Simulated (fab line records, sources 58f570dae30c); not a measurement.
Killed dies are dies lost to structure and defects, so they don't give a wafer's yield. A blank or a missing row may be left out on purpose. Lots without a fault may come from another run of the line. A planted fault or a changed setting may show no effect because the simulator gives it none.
Which tool did it? | flow berkeley_cmos170 | 7 lots, 21 wafers sampled, at 2 steps of a route of 331

WHAT THE GAUGES READ, wafer by wafer
UCB170_M1_CD_MEAS_90: target cd 700 nm.
lot  | measured     | on        | cd_nm (nm)
L596 | day 7 17:23  | cd_sem-01 | 697.6 696.2 700.8
L600 | day 8 16:08  | cd_sem-01 | 701.3 700.7 701.6
L605 | day 9 22:41  | cd_sem-01 | 698.4 696.3 697.9
L608 | day 10 11:49 | cd_sem-01 | 700.6 698.4 700.2
L611 | day 11 05:32 | cd_sem-02 | 700.8 699.8 702.2
L615 | day 11 15:37 | cd_sem-01 | 700.1 702.0 702.4
L616 | day 11 18:48 | cd_sem-02 | 703.5 699.8 700.5

WHICH TOOL RAN EACH LOT (tool, then ch and the chambers of the sampled wafers, then the start)
lot  | UCB170_CONTACT_STRIP_06
L596 | plasma_asher-02 ch 0,1, day 7 13:08
L600 | plasma_asher-01 ch 0,1, day 8 11:46
L605 | plasma_asher-03 ch 0,1, day 9 17:41
L608 | plasma_asher-01 ch 0,1, day 10 07:00
L611 | plasma_asher-03 ch 0,1, day 11 01:31
L615 | plasma_asher-01 ch 0,1, day 11 11:32
L616 | plasma_asher-03 ch 0,1, day 11 13:19
- UCB170_CONTACT_STRIP_06: strips in O2.

THE ANSWER, worked out from the rows above alone
Rule: what is usual is taken from the lots themselves. Put in order of their means at a reading, lots are off if they are a third of the lots or fewer, leave a main group of 4 or more, and stand apart from it by a gap of 3 or more times the standard deviation of the main group's means; of several such gaps the widest counts. A main group whose means are all the same, to the digits that the tables above print for the reading, isn't used. A lot without any number at a reading at which 4 lots or more have one is off too. The other lots that the step has rows for count as sound.
No lot is off at any reading shown: from this, nothing can be told.

WHAT THE SIMULATOR HAD PUT IN
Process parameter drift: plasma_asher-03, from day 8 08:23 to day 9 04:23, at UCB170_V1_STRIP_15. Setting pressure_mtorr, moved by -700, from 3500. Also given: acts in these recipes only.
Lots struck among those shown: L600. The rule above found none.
